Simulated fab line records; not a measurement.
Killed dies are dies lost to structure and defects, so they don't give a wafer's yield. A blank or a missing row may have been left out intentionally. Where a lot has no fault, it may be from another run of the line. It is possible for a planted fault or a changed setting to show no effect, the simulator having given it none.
Problem report, 8D (eight disciplines) form, completed by code    flow berkeleyCmos170    the parts of the form that need people (team, actions taken, sign-off) are left out

1. WHAT WENT WRONG
Wafers without a fault read 20.99 C, standard deviation 0.1; developerTempC at UCB170_GATE_DEVELOP_11 reads a mean of 20.04 C on 6 wafers belonging to 2 lots. Measured from the usual mean, that is -9.5 standard deviations.
The step: develop time 45 s.
First seen on wafer L947.2, day 9 08:00, on lithoTrack-01. The record has a number at this step for 36 wafers belonging to 12 lots. The rule behind "out" and "out of limits": a value lying over 4 standard deviations away from the usual mean. Any other wafer with a number is counted as sound.

2. WHAT THIS IS AND IS NOT
question                     is                      is not
which readings at this step  developerTempC          resistLineTempC
which lots                   L945, L947              L930, L931, L932, L933, L934, L935, L936, L950, L951, L952
which wafers of those lots   all that have a number  -
read on which tools          lithoTrack-01           lithoTrack-02, lithoTrack-03
when                         from day 9 08:00        up to then (21 sound wafers); but 9 sound wafers of L950, L951, L952 came after

3. WHAT RULES OUT EACH SUSPECT
Counting: a tool at a process step up to the reading stays a suspect if it ran every lot that is out and no sound lot after the first of them.
- lithoTrack-01 at UCB170_GATE_DEVELOP_11 (develop time 45 s): kept. It processed each lot that is out, first L947 at day 9 08:00, and no sound lot thereafter; up to then, the last sound lot it processed was L934 at day 7 13:00. Its own developerTempC readings are out on those wafers.
Remaining after the count: lithoTrack-01 at UCB170_GATE_DEVELOP_11.

4. THE CAUSE (what the simulator had put in)
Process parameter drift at UCB170_GATE_DEVELOP_11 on lithoTrack-01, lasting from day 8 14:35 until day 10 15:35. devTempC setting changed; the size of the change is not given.
The count eliminated every tool but this one.

5. SEQUENCE OF EFFECTS, ordered by route
Rows list readings where the struck wafers' mean (over those with a number) sits beyond 3 standard deviations from the usual. Only readings for which the record gives a usual standard deviation are gone through. hours: the time from each lot's start at the first step in this table that gives one to its start at this step, as a median over the lots. sigmas: the change in usual standard deviations.
hours  step                    reading         usual    on struck wafers  change  sigmas
0      UCB170_GATE_DEVELOP_11  developerTempC  20.99 C  20.04             -0.95   -9.5
It contains these process steps:
- UCB170_GATE_DEVELOP_11: develop time 45 s.

6. HOW IT WOULD HAVE BEEN CAUGHT EARLIER
First out-of-limits reading in this record: day 9 08:00, which is 17 hours after fault onset at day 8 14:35.
